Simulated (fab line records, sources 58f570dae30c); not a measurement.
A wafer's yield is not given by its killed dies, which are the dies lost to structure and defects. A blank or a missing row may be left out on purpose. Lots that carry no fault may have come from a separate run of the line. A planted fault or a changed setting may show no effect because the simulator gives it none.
Problem report in the 8D (eight disciplines) form, filled by code / flow berkeleyCmos170 / the parts of the form that need people (team, actions taken, sign-off) are left out

== 1. THE PROBLEM ==
Mean PSD_RS at UCB170_SDANNEAL_RS_MEAS_02: 105.40 ohm/sq over 9 wafers in 3 lots; fault-free wafers: 75.65 ohm/sq, standard deviation 0.25. So: +99 or more standard deviations from the usual mean.
The step: measures by four-point-probe.
Earliest sighting: wafer L955.2 on filmMetro-01 at day 9 17:52. At this step, 39 wafers from 13 lots have a number in the record. The rule behind "out" and "out of limits": a value lying over 4 standard deviations away from the usual mean. Any other wafer with a number is counted as sound.

== 2. WHAT IT IS; WHAT IT IS NOT ==
question=which readings at this step | is=PSD_RS | is not=-
question=which lots | is=L955, L956, L959 | is not=L946, L947, L948, L949, L950, L951, L963, L966, L967, L969
question=which wafers of those lots | is=all that have a number | is not=-
question=read on which gauges | is=filmMetro-01, filmMetro-03, filmMetro-04 | is not=-
question=when | is=from day 9 17:52 | is not=up to then (18 sound wafers); but 12 sound wafers of L963, L966, L967, L969 came after

== 3. WHAT RULES OUT EACH SUSPECT ==
Counting: a tool stays on the suspect list if, at a process step up to the reading, it processed all lots that are out and no sound lot following the first of them.
- the gauge at UCB170_SDANNEAL_RS_MEAS_02 is ruled out. The wafers that are out were read on 3 gauges (filmMetro-01, filmMetro-03, filmMetro-04).
- rtpAnneal-02 at UCB170_SDANNEAL_RTA_01 (time 5 s): kept. All lots that are out passed through it, beginning with L955 at day 9 17:43, and no sound lot followed; its final sound lot before that point was L948 at day 8 19:08.
Left after counting: rtpAnneal-02 at UCB170_SDANNEAL_RTA_01.

== 4. THE CAUSE (what the simulator had put in) ==
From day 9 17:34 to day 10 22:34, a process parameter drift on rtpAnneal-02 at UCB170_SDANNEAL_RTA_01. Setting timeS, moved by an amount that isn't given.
Counting left only this tool.

== 5. SEQUENCE OF EFFECTS, ordered by route ==
Rows list readings where the struck wafers' mean (over those with a number) sits beyond 3 standard deviations from the usual. Only readings for which the record gives a usual standard deviation are gone through. hours: the time from each lot's start at the first step in this table that gives one to its start at this step, as a median over the lots. sigmas: the change in usual standard deviations.
hours=0; step=UCB170_SDANNEAL_RS_MEAS_02; reading=PSD_RS; usual=75.65 ohm/sq; on struck wafers=105.40; change=+29.75; sigmas=+99 or more
hours=0; step=UCB170_SDANNEAL_RS_MEAS_03; reading=NSD_RS; usual=37.25 ohm/sq; on struck wafers=40.64; change=+3.39; sigmas=+41
hours=0; step=UCB170_SDANNEAL_RS_MEAS_04; reading=PLDD_RS; usual=1031.2 ohm/sq; on struck wafers=1048.2; change=+17.0; sigmas=+6.5

== 6. HOW IT WOULD HAVE BEEN CAUGHT EARLIER ==
Counted from the fault's start at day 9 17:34, it took 0 hours until the first out-of-limits reading at a measuring or inspecting step in this record, taken at day 9 17:52.
Tool readings at UCB170_SDANNEAL_RTA_01 with a usual standard deviation given in the record: none out on any struck wafer, hence no alarm at a limit of 4 standard deviations on them.
Of the lots that are out (3), L956, L959 began UCB170_SDANNEAL_RTA_01 on rtpAnneal-02 after day 9 17:52. A hold on the tool at that time would have spared those 2.
